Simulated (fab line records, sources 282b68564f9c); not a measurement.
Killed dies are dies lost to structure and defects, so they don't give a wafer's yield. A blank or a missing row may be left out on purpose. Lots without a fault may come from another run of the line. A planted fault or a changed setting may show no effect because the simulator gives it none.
Split-lot experiment | flow rit_cmos | 5 lots, 23 wafers read, on a route of 202 steps

THE SPLIT
At RIT_NLDD_IMPLANT_08, the setting energy_kev was moved away from the recipe's 20 on 10 of the 23 wafers read, by -5.5% to +5.8%. The other wafers ran this setting at the recipe's value.

FROM THE SPLIT TO THE READING: what the file shows between them, 1 step
- RIT_NLDD_STRIP_09: strips in O2, time 180 s

THE READING
NLDD_TW, at RIT_NLDD_TW_MEAS_10. Fault-free wafers of this fab line usually give 2478, standard deviation 14.

wafer  | tool, chamber at the split | energy_kev as run | against the recipe | NLDD_TW | against lot-mates on the recipe
L076.1 | implanter-01, 0            | 21.17             | +5.8%              | 2509    | +35
L076.3 | implanter-01, 0            | 20                | recipe             | 2470    | -
L076.4 | implanter-01, 0            | 20                | recipe             | 2478    | -
L076.5 | implanter-01, 0            | 20                | recipe             | 2475    | -
L076.6 | implanter-01, 0            | 21.17             | +5.8%              | 2523    | +49
L077.1 | implanter-02, 0            | 19.35             | -3.2%              | 2489    | +2
L077.2 | implanter-02, 0            | 19.35             | -3.2%              | 2466    | -20
L077.3 | implanter-02, 0            | 20                | recipe             | 2475    | -
L077.5 | implanter-02, 0            | 20                | recipe             | 2498    | -
L077.6 | implanter-02, 0            | 19.35             | -3.2%              | 2464    | -22
L078.1 | implanter-02, 0            | 20                | recipe             | 2472    | -
L078.2 | implanter-02, 0            | 20                | recipe             | 2466    | -
L078.3 | implanter-02, 0            | 20                | recipe             | 2482    | -
L082.2 | implanter-02, 0            | 18.9              | -5.5%              | 2440    | -56
L082.3 | implanter-02, 0            | 20                | recipe             | 2498    | -
L082.4 | implanter-02, 0            | 20                | recipe             | 2497    | -
L082.5 | implanter-02, 0            | 18.9              | -5.5%              | 2459    | -37
L082.6 | implanter-02, 0            | 20                | recipe             | 2494    | -
L084.1 | implanter-02, 0            | 20.67             | +3.4%              | 2478    | +17
L084.3 | implanter-02, 0            | 20.67             | +3.4%              | 2485    | +24
L084.4 | implanter-02, 0            | 20                | recipe             | 2468    | -
L084.5 | implanter-02, 0            | 20                | recipe             | 2454    | -
L084.6 | implanter-02, 0            | 20.67             | +3.4%              | 2486    | +25

THE FIT
A straight line over all 23 wafers: NLDD_TW changes by +4.41 for each +1% of energy_kev; r = +0.70; the points scatter about the line by 14.
The same after taking each lot's own level away (the mean of its wafers on the recipe; 23 wafers): +6.97 for each +1%; r = +0.92; scatter 8.8.
On that fit, the largest move of energy_kev shifts the reading by 41.
The lots' own levels span 2461.0 to 2496.3, that is 2.5 times the standard deviation above.
So the lot-to-lot level blurs the effect unless lot-mates are compared.
Check: with one of the wafers moved furthest among these (+5.8%) left out of the fit, the line predicts +43 for it against its lot-mates. It came out at +34.7 against them.

OTHER SPLITS ON THESE WAFERS
These wafers also went through other splits before the reading. Each is held against what the fit with the lots' levels taken away leaves over:
other split on the same wafers   | wafers away from the commonest value | r with NLDD_TW (lot level and that fit taken away)
RIT_ACTIVE_EXPOSE_08 dose_mj     | 5                                    | +0.31
RIT_FOX2_OXIDATION_00 ox_time_s  | 10                                   | -0.19
RIT_NWELL_IMPLANT_08 energy_kev  | 10                                   | -0.12
RIT_NRETRO_COAT_01 resist_thk_nm | 9                                    | -0.11
RIT_PRETRO_COAT_01 resist_thk_nm | 10                                   | +0.30
RIT_PRETRO_IMPLANT_08 energy_kev | 10                                   | -0.10
RIT_GATE_CVD_08 pressure_mtorr   | 10                                   | +0.04

THE WHOLE CHAIN: every reading that the file lists as answering this split, in the file's order
step                | what it does | reading                                                         | change (the file's fit)                | r (the file's)
RIT_NLDD_IMPLANT_08 |              | implant.rp_nm (the simulator's own value, which no gauge read)  | +0.189 nm for each +1% of the setting  | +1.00
RIT_NLDD_IMPLANT_08 |              | implant.drp_nm (the simulator's own value, which no gauge read) | +0.0782 nm for each +1% of the setting | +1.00
RIT_NLDD_TW_MEAS_10 |              | NLDD_TW                                                         | +7.16 for each +1% of the setting      | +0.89

THE FILE'S OWN FIT
NLDD_TW changes by +7.16 for each +1% of energy_kev, r = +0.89.
